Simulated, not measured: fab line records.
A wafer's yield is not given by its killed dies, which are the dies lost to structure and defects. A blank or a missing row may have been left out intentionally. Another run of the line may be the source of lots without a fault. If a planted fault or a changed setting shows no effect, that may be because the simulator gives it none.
fab line records / flow rit_cmos
[record] lots = 6 wafers = 18 last_day = 7
route steps=202 shown M1@184
lots that met no fault: from a run of the same line without faults
start_h: hours from the record's opening day to when the first of the lot's shown wafers began / wait_h: how many hours have passed since the lot's step before this one / " as in the row above / L1.1+2: several wafers, shown together as one row / - no value, or no start was given / * or withheld: withheld / < > ~ a bound
route shown NAME@n: names a module that has steps shown in the file, with the first one's number in the route / usual: the fault-free wafers' mean and standard deviation / same: alike in all rows / chamber/n: place in a boat / sites: each site's reading / _std_site: standard deviation across them / _edge_site: inner sites' mean taken away from outer sites' mean / radius_mm: for every site, how far away it sits from the centre of the wafer / mask NAME#n: copy n / behind: tool/chamber where the wafer was last shaped / hold: reason for holding the lot/hours on hold/outcome of the hold / device: which transistor (n, p or np) failed to switch / end of line: tests of these same wafers at the route's end / where a step has no rows: the recipe by itself / killed: dies that structure and defects cost at the first sort, which is not the same as the wafer's yield / map: per-die view of a wafer (x killed, . not killed, _ where there is no die)
set.NAME: the setting the step ran with; set.NAME@STEP: the setting that earlier step ran with / model.NAME: the simulator's own value behind a step, which no gauge read
lots at some steps of the route; a table a step, a row a wafer
services: when a tool's chamber went out of use (start_h, in hours from the record's first day, below 0 if earlier), for how many hours, and the reason
[[steps]]
[step RIT_M1_SPUTTER_00]
[recipe] material = Al target_thk_nm = 400 power_w = 2000 chamber_pressure_pa = 0.4 gas = Ar time_s = 500 substrate_temp_c = 25
[usual] throttle_valve_pct = 29.9/1.1
lot.wafer=L889.2 tool=pvd_sputter-02 chamber=- start_h=55.85 wait_h=0.0 throttle_valve_pct=29.5
lot.wafer=L889.3 tool=pvd_sputter-02 chamber=- start_h=55.85 wait_h=0.0 throttle_valve_pct=30.4
lot.wafer=L889.6 tool=pvd_sputter-02 chamber=- start_h=55.85 wait_h=0.0 throttle_valve_pct=28.2
lot.wafer=L893.2 tool=pvd_sputter-02 chamber=- start_h=75.37 wait_h=0.0 throttle_valve_pct=30.6
lot.wafer=L893.4 tool=pvd_sputter-02 chamber=- start_h=75.37 wait_h=0.0 throttle_valve_pct=31.2
lot.wafer=L893.5 tool=pvd_sputter-02 chamber=- start_h=75.37 wait_h=0.0 throttle_valve_pct=29.5
lot.wafer=L902.1 tool=pvd_sputter-02 chamber=- start_h=142.88 wait_h=0.0 throttle_valve_pct=29.6
lot.wafer=L902.2 tool=pvd_sputter-02 chamber=- start_h=142.88 wait_h=0.0 throttle_valve_pct=28.1
lot.wafer=L902.3 tool=pvd_sputter-02 chamber=- start_h=142.88 wait_h=0.0 throttle_valve_pct=30.3
lot.wafer=L905.3 tool=pvd_sputter-02 chamber=- start_h=150.25 wait_h=0.0 throttle_valve_pct=28.2
lot.wafer=L905.5 tool=pvd_sputter-02 chamber=- start_h=150.25 wait_h=0.0 throttle_valve_pct=28.0
lot.wafer=L905.6 tool=pvd_sputter-02 chamber=- start_h=150.25 wait_h=0.0 throttle_valve_pct=31.1
lot.wafer=L906.2 tool=pvd_sputter-01 chamber=- start_h=150.42 wait_h=0.0 throttle_valve_pct=29.4
lot.wafer=L906.4 tool=pvd_sputter-01 chamber=- start_h=150.42 wait_h=0.0 throttle_valve_pct=29.3
lot.wafer=L906.6 tool=pvd_sputter-01 chamber=- start_h=150.42 wait_h=0.0 throttle_valve_pct=29.2
lot.wafer=L907.1 tool=pvd_sputter-04 chamber=- start_h=161.05 wait_h=0.0 throttle_valve_pct=29.4
lot.wafer=L907.2 tool=pvd_sputter-04 chamber=- start_h=161.05 wait_h=0.0 throttle_valve_pct=29.2
lot.wafer=L907.4 tool=pvd_sputter-04 chamber=- start_h=161.05 wait_h=0.0 throttle_valve_pct=30.2
[step RIT_M1_RS_MEAS_01]
[recipe] thk_meas_gauge = four-point-probe reads = Al_of_M1_SPUTTER_00
[usual] M1_AL_RS = 0.0733/0.00065
lot.wafer=L889.2 tool=film_metro-04 chamber=- start_h=56.17 wait_h=0.2 M1_AL_RS[ohm/sq]=0.0730
lot.wafer=L889.3 tool=film_metro-04 chamber=- start_h=56.17 wait_h=0.2 M1_AL_RS[ohm/sq]=0.0730
lot.wafer=L889.6 tool=film_metro-04 chamber=- start_h=56.17 wait_h=0.2 M1_AL_RS[ohm/sq]=0.0729
lot.wafer=L893.2 tool=film_metro-02 chamber=- start_h=75.68 wait_h=0.2 M1_AL_RS[ohm/sq]=0.0728
lot.wafer=L893.4 tool=film_metro-02 chamber=- start_h=75.68 wait_h=0.2 M1_AL_RS[ohm/sq]=0.0741
lot.wafer=L893.5 tool=film_metro-02 chamber=- start_h=75.68 wait_h=0.2 M1_AL_RS[ohm/sq]=0.0733
lot.wafer=L902.1 tool=film_metro-01 chamber=- start_h=143.17 wait_h=0.1 M1_AL_RS[ohm/sq]=0.0729
lot.wafer=L902.2 tool=film_metro-01 chamber=- start_h=143.17 wait_h=0.1 M1_AL_RS[ohm/sq]=0.0724
lot.wafer=L902.3 tool=film_metro-01 chamber=- start_h=143.17 wait_h=0.1 M1_AL_RS[ohm/sq]=0.0732
lot.wafer=L905.3 tool=film_metro-01 chamber=- start_h=150.59 wait_h=0.2 M1_AL_RS[ohm/sq]=0.0721
lot.wafer=L905.5 tool=film_metro-01 chamber=- start_h=150.59 wait_h=0.2 M1_AL_RS[ohm/sq]=0.0721
lot.wafer=L905.6 tool=film_metro-01 chamber=- start_h=150.59 wait_h=0.2 M1_AL_RS[ohm/sq]=0.0734
lot.wafer=L906.2 tool=film_metro-04 chamber=- start_h=150.73 wait_h=0.2 M1_AL_RS[ohm/sq]=0.0735
lot.wafer=L906.4 tool=film_metro-04 chamber=- start_h=150.73 wait_h=0.2 M1_AL_RS[ohm/sq]=0.0728
lot.wafer=L906.6 tool=film_metro-04 chamber=- start_h=150.73 wait_h=0.2 M1_AL_RS[ohm/sq]=0.0728
lot.wafer=L907.1 tool=film_metro-02 chamber=- start_h=161.34 wait_h=0.1 M1_AL_RS[ohm/sq]=0.0743
lot.wafer=L907.2 tool=film_metro-02 chamber=- start_h=161.34 wait_h=0.1 M1_AL_RS[ohm/sq]=0.0736
lot.wafer=L907.4 tool=film_metro-02 chamber=- start_h=161.34 wait_h=0.1 M1_AL_RS[ohm/sq]=0.0746
[step RIT_M1_THK_MEAS_02]
[recipe] thk_meas_gauge = xrf reads = Al_of_M1_SPUTTER_00
[usual] M1_AL_THK = 402/4.4
lot.wafer=L889.2 tool=film_metro-04 chamber=- start_h=56.28 wait_h=0.1 M1_AL_THK[nm]=404
lot.wafer=L889.3 tool=film_metro-04 chamber=- start_h=56.28 wait_h=0.1 M1_AL_THK[nm]=404
lot.wafer=L889.6 tool=film_metro-04 chamber=- start_h=56.28 wait_h=0.1 M1_AL_THK[nm]=404
lot.wafer=L893.2 tool=film_metro-02 chamber=- start_h=75.79 wait_h=0.1 M1_AL_THK[nm]=400
lot.wafer=L893.4 tool=film_metro-02 chamber=- start_h=75.79 wait_h=0.1 M1_AL_THK[nm]=397
lot.wafer=L893.5 tool=film_metro-02 chamber=- start_h=75.79 wait_h=0.1 M1_AL_THK[nm]=398
lot.wafer=L902.1 tool=film_metro-01 chamber=- start_h=143.29 wait_h=0.1 M1_AL_THK[nm]=406
lot.wafer=L902.2 tool=film_metro-01 chamber=- start_h=143.29 wait_h=0.1 M1_AL_THK[nm]=412
lot.wafer=L902.3 tool=film_metro-01 chamber=- start_h=143.29 wait_h=0.1 M1_AL_THK[nm]=405
lot.wafer=L905.3 tool=film_metro-01 chamber=- start_h=150.69 wait_h=0.1 M1_AL_THK[nm]=409
lot.wafer=L905.5 tool=film_metro-01 chamber=- start_h=150.69 wait_h=0.1 M1_AL_THK[nm]=410
lot.wafer=L905.6 tool=film_metro-01 chamber=- start_h=150.69 wait_h=0.1 M1_AL_THK[nm]=403
lot.wafer=L906.2 tool=film_metro-04 chamber=- start_h=150.84 wait_h=0.1 M1_AL_THK[nm]=401
lot.wafer=L906.4 tool=film_metro-04 chamber=- start_h=150.84 wait_h=0.1 M1_AL_THK[nm]=403
lot.wafer=L906.6 tool=film_metro-04 chamber=- start_h=150.84 wait_h=0.1 M1_AL_THK[nm]=406
lot.wafer=L907.1 tool=film_metro-02 chamber=- start_h=161.46 wait_h=0.1 M1_AL_THK[nm]=396
lot.wafer=L907.2 tool=film_metro-02 chamber=- start_h=161.46 wait_h=0.1 M1_AL_THK[nm]=398
lot.wafer=L907.4 tool=film_metro-02 chamber=- start_h=161.46 wait_h=0.1 M1_AL_THK[nm]=389
[step RIT_M1_HMDS_03]
[recipe] prime_time_s = 60 prime_temp_c = 140
[step RIT_M1_COAT_04]
[recipe] resist = NOVOLAK spin_rpm = 2000 resist_thk_nm = 1300
[step RIT_M1_SOFTBAKE_05]
[recipe] resist = NOVOLAK temp_c = 90 time_s = 60
[step RIT_M1_EXPOSE_06]
[recipe] mask_id = M12 na = 0.6 source_shape = conventional sigma_outer = 0.5 target_cd_nm = 2600 dose_mj = 255
[step RIT_M1_PEB_07]
[recipe] resist = NOVOLAK temp_c = withheld time_s = withheld
[step RIT_M1_DEVELOP_08]
[recipe] resist = NOVOLAK develop_time_s = 68 dev_temp_c = 23
[step RIT_M1_CD_MEAS_09]
[recipe] target_cd_nm = 2600
[usual] cd_nm = 2600.1/1.9
lot.wafer=L889.2 tool=cd_sem-01 chamber=- start_h=57.26 wait_h=- cd_nm=2597.7
lot.wafer=L889.3 tool=cd_sem-01 chamber=- start_h=57.26 wait_h=- cd_nm=2597.9
lot.wafer=L889.6 tool=cd_sem-01 chamber=- start_h=57.26 wait_h=- cd_nm=2598.9
lot.wafer=L893.2 tool=cd_sem-02 chamber=- start_h=76.87 wait_h=- cd_nm=2602.1
lot.wafer=L893.4 tool=cd_sem-02 chamber=- start_h=76.87 wait_h=- cd_nm=2601.6
lot.wafer=L893.5 tool=cd_sem-02 chamber=- start_h=76.87 wait_h=- cd_nm=2603.0
lot.wafer=L902.1 tool=cd_sem-02 chamber=- start_h=144.43 wait_h=- cd_nm=2598.5
lot.wafer=L902.2 tool=cd_sem-02 chamber=- start_h=144.43 wait_h=- cd_nm=2598.0
lot.wafer=L902.3 tool=cd_sem-02 chamber=- start_h=144.43 wait_h=- cd_nm=2599.0
lot.wafer=L905.3 tool=cd_sem-02 chamber=- start_h=151.65 wait_h=- cd_nm=2598.2
lot.wafer=L905.5 tool=cd_sem-02 chamber=- start_h=151.65 wait_h=- cd_nm=2599.7
lot.wafer=L905.6 tool=cd_sem-02 chamber=- start_h=151.65 wait_h=- cd_nm=2601.3
lot.wafer=L906.2 tool=cd_sem-01 chamber=- start_h=151.92 wait_h=- cd_nm=2598.2
lot.wafer=L906.4 tool=cd_sem-01 chamber=- start_h=151.92 wait_h=- cd_nm=2601.0
lot.wafer=L906.6 tool=cd_sem-01 chamber=- start_h=151.92 wait_h=- cd_nm=2600.2
lot.wafer=L907.1 tool=cd_sem-02 chamber=- start_h=162.53 wait_h=- cd_nm=2599.6
lot.wafer=L907.2 tool=cd_sem-02 chamber=- start_h=162.53 wait_h=- cd_nm=2600.6
lot.wafer=L907.4 tool=cd_sem-02 chamber=- start_h=162.53 wait_h=- cd_nm=2602.3
[step RIT_M1_OVL_MEAS_10]
[usual] M1_OVL = -1.3/1.8
lot.wafer=L889.2 tool=overlay-02 chamber=- start_h=57.37 wait_h=0.1 M1_OVL[nm]=-1.3
lot.wafer=L889.3 tool=overlay-02 chamber=- start_h=57.37 wait_h=0.1 M1_OVL[nm]=0.4
lot.wafer=L889.6 tool=overlay-02 chamber=- start_h=57.37 wait_h=0.1 M1_OVL[nm]=0.5
lot.wafer=L893.2 tool=overlay-01 chamber=- start_h=76.98 wait_h=0.1 M1_OVL[nm]=-2.2
lot.wafer=L893.4 tool=overlay-01 chamber=- start_h=76.98 wait_h=0.1 M1_OVL[nm]=-1.4
lot.wafer=L893.5 tool=overlay-01 chamber=- start_h=76.98 wait_h=0.1 M1_OVL[nm]=-3.4
lot.wafer=L902.1 tool=overlay-01 chamber=- start_h=144.55 wait_h=0.1 M1_OVL[nm]=1.0
lot.wafer=L902.2 tool=overlay-01 chamber=- start_h=144.55 wait_h=0.1 M1_OVL[nm]=0.6
lot.wafer=L902.3 tool=overlay-01 chamber=- start_h=144.55 wait_h=0.1 M1_OVL[nm]=2.7
lot.wafer=L905.3 tool=overlay-02 chamber=- start_h=151.74 wait_h=0.1 M1_OVL[nm]=-2.7
lot.wafer=L905.5 tool=overlay-02 chamber=- start_h=151.74 wait_h=0.1 M1_OVL[nm]=-1.7
lot.wafer=L905.6 tool=overlay-02 chamber=- start_h=151.74 wait_h=0.1 M1_OVL[nm]=-3.6
lot.wafer=L906.2 tool=overlay-01 chamber=- start_h=152.02 wait_h=0.1 M1_OVL[nm]=-0.2
lot.wafer=L906.4 tool=overlay-01 chamber=- start_h=152.02 wait_h=0.1 M1_OVL[nm]=-0.7
lot.wafer=L906.6 tool=overlay-01 chamber=- start_h=152.02 wait_h=0.1 M1_OVL[nm]=-0.6
lot.wafer=L907.1 tool=overlay-01 chamber=- start_h=162.65 wait_h=0.1 M1_OVL[nm]=-1.1
lot.wafer=L907.2 tool=overlay-01 chamber=- start_h=162.65 wait_h=0.1 M1_OVL[nm]=-0.9
lot.wafer=L907.4 tool=overlay-01 chamber=- start_h=162.65 wait_h=0.1 M1_OVL[nm]=-3.2
[step RIT_M1_HARDBAKE_11]
[recipe] resist = NOVOLAK temp_c = 140 time_s = 120
[step RIT_M1_METAL_ETCH_12]
[recipe] stop_on = SiO2 chemistry = Cl2/BCl3 target = Al time_s = 165 over_etch_frac = 0.5 pressure_mtorr = 100 target_depth_a = 6000 rf_w = 255.1 Cl2_flow_sccm = 60 bcl3_flow_sccm = 50
[usual] drypump_motor_current_A = 5.7/0.33 oes_product_au = 0.785/0.011 throttle_valve_pct = 8.23/0.077
lot.wafer=L889.2 tool=rie_metal-04 chamber=0 start_h=57.94 wait_h=0.2 drypump_motor_current_A=5.6 oes_product_au=0.771 rf_hours_counter_h=0.6 throttle_valve_pct=8.22 model.NOVOLAK_of_M1_COAT_04.thk_nm=795.3 model.M1.feature_depth_nm=435.2
lot.wafer=L889.3 tool=rie_metal-04 chamber=1 start_h=57.94 wait_h=0.2 drypump_motor_current_A=5.3 oes_product_au=0.795 rf_hours_counter_h=- throttle_valve_pct=8.14 model.NOVOLAK_of_M1_COAT_04.thk_nm=811.9 model.M1.feature_depth_nm=432.9
lot.wafer=L889.6 tool=rie_metal-04 chamber=0 start_h=57.94 wait_h=0.2 drypump_motor_current_A=5.6 oes_product_au=0.771 rf_hours_counter_h=- throttle_valve_pct=8.20 model.NOVOLAK_of_M1_COAT_04.thk_nm=801.3 model.M1.feature_depth_nm=436.1
lot.wafer=L893.2 tool=rie_metal-03 chamber=1 start_h=77.26 wait_h=0.2 drypump_motor_current_A=5.7 oes_product_au=0.800 rf_hours_counter_h=2.5 throttle_valve_pct=8.34 model.NOVOLAK_of_M1_COAT_04.thk_nm=799.9 model.M1.feature_depth_nm=436.5
lot.wafer=L893.4 tool=rie_metal-03 chamber=0 start_h=77.26 wait_h=0.2 drypump_motor_current_A=6.1 oes_product_au=0.782 rf_hours_counter_h=- throttle_valve_pct=8.15 model.NOVOLAK_of_M1_COAT_04.thk_nm=792.9 model.M1.feature_depth_nm=429
lot.wafer=L893.5 tool=rie_metal-03 chamber=0 start_h=77.26 wait_h=0.2 drypump_motor_current_A=6.1 oes_product_au=0.785 rf_hours_counter_h=- throttle_valve_pct=8.14 model.NOVOLAK_of_M1_COAT_04.thk_nm=799 model.M1.feature_depth_nm=433.5
lot.wafer=L902.1 tool=rie_metal-03 chamber=0 start_h=144.83 wait_h=0.2 drypump_motor_current_A=6.1 oes_product_au=0.781 rf_hours_counter_h=3.4 throttle_valve_pct=8.14 model.NOVOLAK_of_M1_COAT_04.thk_nm=853.1 model.M1.feature_depth_nm=430.5
lot.wafer=L902.2 tool=rie_metal-03 chamber=1 start_h=144.83 wait_h=0.2 drypump_motor_current_A=5.7 oes_product_au=0.794 rf_hours_counter_h=3.1 throttle_valve_pct=8.31 model.NOVOLAK_of_M1_COAT_04.thk_nm=852 model.M1.feature_depth_nm=434.3
lot.wafer=L902.3 tool=rie_metal-03 chamber=0 start_h=144.83 wait_h=0.2 drypump_motor_current_A=6.1 oes_product_au=0.787 rf_hours_counter_h=- throttle_valve_pct=8.14 model.NOVOLAK_of_M1_COAT_04.thk_nm=850.9 model.M1.feature_depth_nm=429.6
lot.wafer=L905.3 tool=rie_metal-03 chamber=1 start_h=152.07 wait_h=0.2 drypump_motor_current_A=5.7 oes_product_au=0.792 rf_hours_counter_h=- throttle_valve_pct=8.31 model.NOVOLAK_of_M1_COAT_04.thk_nm=861.8 model.M1.feature_depth_nm=434.6
lot.wafer=L905.5 tool=rie_metal-03 chamber=1 start_h=152.07 wait_h=0.2 drypump_motor_current_A=5.7 oes_product_au=0.800 rf_hours_counter_h=- throttle_valve_pct=8.30 model.NOVOLAK_of_M1_COAT_04.thk_nm=862.7 model.M1.feature_depth_nm=434.8
lot.wafer=L905.6 tool=rie_metal-03 chamber=0 start_h=152.07 wait_h=0.2 drypump_motor_current_A=6.0 oes_product_au=0.781 rf_hours_counter_h=- throttle_valve_pct=8.13 model.NOVOLAK_of_M1_COAT_04.thk_nm=860.2 model.M1.feature_depth_nm=428.3
lot.wafer=L906.2 tool=rie_metal-02 chamber=1 start_h=152.30 wait_h=0.2 drypump_motor_current_A=6.3 oes_product_au=0.794 rf_hours_counter_h=5.6 throttle_valve_pct=8.25 model.NOVOLAK_of_M1_COAT_04.thk_nm=804 model.M1.feature_depth_nm=432.4
lot.wafer=L906.4 tool=rie_metal-02 chamber=1 start_h=152.30 wait_h=0.2 drypump_motor_current_A=6.3 oes_product_au=0.793 rf_hours_counter_h=- throttle_valve_pct=8.25 model.NOVOLAK_of_M1_COAT_04.thk_nm=805.7 model.M1.feature_depth_nm=435.9
lot.wafer=L906.6 tool=rie_metal-02 chamber=0 start_h=152.30 wait_h=0.2 drypump_motor_current_A=5.5 oes_product_au=0.781 rf_hours_counter_h=- throttle_valve_pct=8.31 model.NOVOLAK_of_M1_COAT_04.thk_nm=805.3 model.M1.feature_depth_nm=436.9
lot.wafer=L907.1 tool=rie_metal-04 chamber=1 start_h=163.23 wait_h=0.2 drypump_motor_current_A=5.3 oes_product_au=0.781 rf_hours_counter_h=1.6 throttle_valve_pct=8.12 model.NOVOLAK_of_M1_COAT_04.thk_nm=816.9 model.M1.feature_depth_nm=427
lot.wafer=L907.2 tool=rie_metal-04 chamber=0 start_h=163.23 wait_h=0.2 drypump_motor_current_A=5.6 oes_product_au=0.768 rf_hours_counter_h=1.6 throttle_valve_pct=8.22 model.NOVOLAK_of_M1_COAT_04.thk_nm=800.8 model.M1.feature_depth_nm=433.1
lot.wafer=L907.4 tool=rie_metal-04 chamber=1 start_h=163.23 wait_h=0.2 drypump_motor_current_A=5.3 oes_product_au=0.781 rf_hours_counter_h=- throttle_valve_pct=8.11 model.NOVOLAK_of_M1_COAT_04.thk_nm=816.3 model.M1.feature_depth_nm=424.8
[step RIT_M1_STRIP_13]
[recipe] chemistry = nmp resist = NOVOLAK temp_c = 80 time_s = 600 dry = n2_spin
[step RIT_M1_PROBE_99]
lot.wafer=L889.2 tool=prober-02 chamber=- start_h=61.25 wait_h=0.1 model.etest.antenna_m1.vt_shift_v=-0.01531
lot.wafer=L889.3 tool=prober-02 chamber=- start_h=61.30 wait_h=0.2 model.etest.antenna_m1.vt_shift_v=-0.01149
lot.wafer=L889.6 tool=prober-02 chamber=- start_h=61.45 wait_h=0.2 model.etest.antenna_m1.vt_shift_v=-0.01354
lot.wafer=L893.2 tool=prober-01 chamber=- start_h=79.56 wait_h=0.1 model.etest.antenna_m1.vt_shift_v=-0.01496
lot.wafer=L893.4 tool=prober-01 chamber=- start_h=79.66 wait_h=0.2 model.etest.antenna_m1.vt_shift_v=-0.0113
lot.wafer=L893.5 tool=prober-01 chamber=- start_h=79.71 wait_h=0.2 model.etest.antenna_m1.vt_shift_v=-0.01313
lot.wafer=L902.1 tool=prober-01 chamber=- start_h=147.09 wait_h=0.1 model.etest.antenna_m1.vt_shift_v=-0.00541
lot.wafer=L902.2 tool=prober-01 chamber=- start_h=147.14 wait_h=0.1 model.etest.antenna_m1.vt_shift_v=-0.007203
lot.wafer=L902.3 tool=prober-01 chamber=- start_h=147.19 wait_h=0.2 model.etest.antenna_m1.vt_shift_v=-0.01073
lot.wafer=L905.3 tool=prober-02 chamber=- start_h=154.37 wait_h=0.2 model.etest.antenna_m1.vt_shift_v=-0.005896
lot.wafer=L905.5 tool=prober-02 chamber=- start_h=154.47 wait_h=0.2 model.etest.antenna_m1.vt_shift_v=-0.002405
lot.wafer=L905.6 tool=prober-02 chamber=- start_h=154.52 wait_h=0.2 model.etest.antenna_m1.vt_shift_v=-0.006377
lot.wafer=L906.2 tool=prober-01 chamber=- start_h=155.82 wait_h=0.1 model.etest.antenna_m1.vt_shift_v=-0.01203
lot.wafer=L906.4 tool=prober-01 chamber=- start_h=155.92 wait_h=0.2 model.etest.antenna_m1.vt_shift_v=-0.01529
lot.wafer=L906.6 tool=prober-01 chamber=- start_h=156.02 wait_h=0.2 model.etest.antenna_m1.vt_shift_v=-0.01179
lot.wafer=L907.1 tool=prober-02 chamber=- start_h=172.66 wait_h=0.1 model.etest.antenna_m1.vt_shift_v=-0.01149
lot.wafer=L907.2 tool=prober-02 chamber=- start_h=172.71 wait_h=0.1 model.etest.antenna_m1.vt_shift_v=-0.01672
lot.wafer=L907.4 tool=prober-02 chamber=- start_h=172.81 wait_h=0.2 model.etest.antenna_m1.vt_shift_v=-0.01002
// killed by level:class
L889.2 FOX2:geometric_particle:open=4 GATE:geometric_particle:short=2 SPACER:geometric_particle:short=2 GATE:geometric_particle:open=1
L889.3 FOX2:geometric_particle:open=2 FOX1:geometric_particle:short=1 FOX2:geometric_particle:short=1 GATE:geometric_particle:open=1 REOX:geometric_particle:short=1 SPACER:geometric_particle:short=1 SILICIDE:geometric_particle:open=1 SILICIDE:geometric_particle:short=1
L889.6 REOX:geometric_particle:open=2 GATE:geometric_particle:short=1 SILICIDE:geometric_particle:short=1
L893.2 GATE:geometric_particle:open=3 SPACER:geometric_particle:open=3 SILICIDE:geometric_particle:open=3 REOX:geometric_particle:short=2 FOX1:geometric_particle:short=1 GATE:geometric_particle:short=1 SILICIDE:geometric_particle:short=1
L893.4 FOX1:geometric_particle:open=3 GATE:geometric_particle:open=2 SILICIDE:geometric_particle:short=2 FOX1:geometric_particle:short=1 SPACER:geometric_particle:short=1 SILICIDE:geometric_particle:open=1
L893.5 SILICIDE:geometric_particle:open=3 FOX2:geometric_particle:open=2 REOX:geometric_particle:open=2 GATE:geometric_particle:open=1 SPACER:geometric_particle:open=1
L906.2 GATE:geometric_particle:short=4 GATE:geometric_particle:open=4
L906.4 GATE:geometric_particle:open=3 FOX1:geometric_particle:open=1 FOX2:geometric_particle:short=1 GATE:geometric_particle:short=1
L906.6 SPACER:geometric_particle:open=4 GATE:geometric_particle:open=1 GATE:geometric_particle:short=1
L907.1 REOX:geometric_particle:open=4 FOX1:geometric_particle:short=1 FOX1:geometric_particle:open=1 GATE:geometric_particle:short=1 GATE:geometric_particle:open=1 REOX:geometric_particle:short=1 SPACER:geometric_particle:open=1 SILICIDE:geometric_particle:open=1
L907.2 REOX:geometric_particle:open=3 REOX:geometric_particle:short=2 SPACER:geometric_particle:open=2 GATE:geometric_particle:short=1 SILICIDE:geometric_particle:open=1 SILICIDE:geometric_particle:short=1
L907.4 GATE:geometric_particle:short=4 SILICIDE:geometric_particle:open=3 GATE:geometric_particle:open=2 SILICIDE:geometric_particle:short=2 FOX1:geometric_particle:open=1 REOX:geometric_particle:open=1 SPACER:geometric_particle:open=1
[[services]]
tool=rie_metal-03 chamber=- start_h=104.31 hours=1.9 kind=repair
tool=rie_metal-03 chamber=- start_h=125.46 hours=15.6 kind=pm
tool=pvd_sputter-02 chamber=- start_h=143.40 hours=3.7 kind=repair
tool=pvd_sputter-01 chamber=- start_h=159.56 hours=1.3 kind=repair
[[key]]
first_sign none at tools or gauges
[model_effect] step = RIT_M1_METAL_ETCH_12 value = NOVOLAK_of_M1_COAT_04.thk_nm without = 803 struck = 856.8
[model_effect] step = RIT_M1_PROBE_99 value = etest.antenna_m1.vt_shift_v without = -0.01108 struck = -0.006338
met_at RIT_M1_METAL_ETCH_12
struck_wafers L902.1,L902.2,L902.3,L905.3,L905.5,L905.6
sort_left_out L902.1,L902.2,L902.3,L905.3,L905.5,L905.6
onset_between 77.26 144.83
also_fits RIT_M1_SPUTTER_00:pvd_sputter-02
[fault] kind = process_parameter_drift tool = rie_metal-03 chamber = - onset_h = 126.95 steps = RIT_M1_METAL_ETCH_12 channel = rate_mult offset = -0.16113 shape = step end_h = 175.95
// sort_left_out: the simulated sort isn't trusted on such a fault, so these wafers' sort isn't shown, and their yield isn't known
